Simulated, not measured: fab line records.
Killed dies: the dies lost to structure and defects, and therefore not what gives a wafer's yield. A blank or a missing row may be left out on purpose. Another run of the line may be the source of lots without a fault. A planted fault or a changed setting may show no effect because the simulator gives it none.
What tool caused it?	flow rit_cmos	Sampling: 7 lots, 21 wafers, 2 of 202 route steps

== WHAT EACH GAUGE READ, for each wafer ==
RIT_M1_CD_MEAS_09: target cd 2600 nm.
lot	measured	on	cd_nm (nm)
L918	day 3 13:07	cd_sem-02	2601.6 2602.2 2602.3
L920	day 3 21:10	cd_sem-02	2603.4 2600.9 2601.1
L922	day 4 09:28	cd_sem-02	2601.3 2602.3 2599.8
L925	day 4 22:05	cd_sem-02	2599.7 2602.2 2598.8
L929	day 5 17:46	cd_sem-02	2599.5 2597.4 2598.7
L935	day 7 06:12	cd_sem-01	2612.0 2613.6 2613.2 2612.0 2613.6 2613.4
L940	day 8 02:16	cd_sem-02	2598.9 2601.4 2601.5

== TOOL THAT RAN EACH LOT (tool first, then ch and the chambers of the sampled wafers, then the start) ==
lot	RIT_M1_EXPOSE_06
L918	iline_stepper-01 ch 0, day 3 12:41
L920	iline_stepper-02 ch 0, day 3 20:44
L922	iline_stepper-02 ch 0, day 4 08:44
L925	iline_stepper-02 ch 0, day 4 21:39
L929	iline_stepper-02 ch 0, day 5 17:20
L935	iline_stepper-01 ch 0, day 7 05:46
L940	iline_stepper-02 ch 0, day 8 01:44
- RIT_M1_EXPOSE_06: exposes mask M12, target cd 2600 nm.

== THE ANSWER, worked out from the rows above alone ==
Rule: the lots themselves supply what counts as usual. The widest of any qualifying gaps counts: lots, ordered by their means at a reading, are off when they make up no more than a third of the lots, leave a main group of 4 or more, and stand apart from it by 3 or more times the standard deviation of that group's means. The tables above print the reading to a certain number of digits; a main group whose means all agree to those digits is not used. A lot without any number at a reading at which 4 lots or more have one is off too. The other lots that the step has rows for count as sound.
Off: L935 (RIT_M1_CD_MEAS_09, cd_nm). Mean 2600.7 nm and standard deviation 1.2 in the main group.
If a tool, at a process step before that reading, ran all the lots that are off and no sound lot after the first of them, it fits. Those tools and the gauges at RIT_M1_CD_MEAS_09 are tried in the same way. 2 tools fit, iline_stepper-01 at RIT_M1_EXPOSE_06 and cd_sem-01 at RIT_M1_CD_MEAS_09, so this cannot tell which one it is.

== WHAT HAD BEEN PUT IN BY THE SIMULATOR ==
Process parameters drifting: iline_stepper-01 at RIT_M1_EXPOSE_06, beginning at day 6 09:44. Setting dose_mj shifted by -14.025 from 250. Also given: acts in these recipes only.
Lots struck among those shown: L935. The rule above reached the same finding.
